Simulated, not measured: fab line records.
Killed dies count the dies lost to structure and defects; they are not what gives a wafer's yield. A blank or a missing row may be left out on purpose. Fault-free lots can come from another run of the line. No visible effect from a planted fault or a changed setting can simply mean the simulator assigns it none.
Split-lot study    flow berkeleyCmos170    23 wafers read across 5 lots, on a route 331 steps long

## SPLIT DETAILS
At UCB170_PWELL_CVD_05 (deposits Si3N4 from SiH2Cl2/NH3, target thk 220 nm, time 3300 s), the setting pressureMtorr was moved away from the recipe's 200 mTorr on 15 of the 23 wafers read, by -13.9% to +6.2%. The other wafers ran this setting at the recipe's value.

The reading is taken at the split's own step.

## THE READING
Si3N4_of_PWELL_CVD_05.thkNm (the simulator's own value, which no gauge read), in nm, at UCB170_PWELL_CVD_05 (deposits Si3N4 from SiH2Cl2/NH3, target thk 220 nm, time 3300 s). The file does not state a usual value for it. Average 224.2 nm, standard deviation 1.1 nm, over the 8 wafers here run with the recipe.

wafer   tool, chamber at the split  pressureMtorr as run, mTorr  against the recipe  Si3N4_of_PWELL_CVD_05.thkNm, nm  against lot-mates on the recipe
L074.1  -, -                        200                          recipe              223.8                            -
L074.2  -, -                        200                          recipe              224.7                            -
L074.3  -, -                        200                          recipe              226                              -
L074.5  -, -                        200                          recipe              226                              -
L074.6  -, -                        200                          recipe              223.7                            -
L078.4  lpcvd-01, 0                 200                          recipe              223.3                            -
L078.6  lpcvd-01, 0                 200                          recipe              223.3                            -
L078.5  lpcvd-01, 0                 200                          recipe              223.1                            -
L079.1  -, -                        172.2                        -13.9%              207.6                            no lot-mate on the recipe
L079.3  -, -                        172.2                        -13.9%              208.2                            no lot-mate on the recipe
L079.4  -, -                        172.2                        -13.9%              207.3                            no lot-mate on the recipe
L079.5  -, -                        172.2                        -13.9%              208.8                            no lot-mate on the recipe
L079.6  -, -                        172.2                        -13.9%              207.1                            no lot-mate on the recipe
L083.1  -, -                        212.3                        +6.2%               220.9                            no lot-mate on the recipe
L083.3  -, -                        212.3                        +6.2%               223                              no lot-mate on the recipe
L083.4  -, -                        212.3                        +6.2%               223.2                            no lot-mate on the recipe
L083.5  -, -                        212.3                        +6.2%               221.9                            no lot-mate on the recipe
L083.6  -, -                        212.3                        +6.2%               224.4                            no lot-mate on the recipe
L085.2  -, -                        187.9                        -6.0%               215.3                            no lot-mate on the recipe
L085.3  -, -                        187.9                        -6.0%               214.5                            no lot-mate on the recipe
L085.4  -, -                        187.9                        -6.0%               216.4                            no lot-mate on the recipe
L085.5  -, -                        187.9                        -6.0%               214.4                            no lot-mate on the recipe
L085.6  -, -                        187.9                        -6.0%               214.9                            no lot-mate on the recipe

THE FIT
A straight line over all 23 wafers: Si3N4_of_PWELL_CVD_05.thkNm changes by +0.852 nm for each +1% of pressureMtorr; r = +0.91; the points scatter about the line by 2.9 nm.
Too few moved wafers with a lot-mate on the recipe to fit a line net of each lot's own level.

## THE FILE'S OWN FIT
Si3N4_of_PWELL_CVD_05.thkNm changes by +0.853 nm for each +1% of pressureMtorr, r = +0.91.
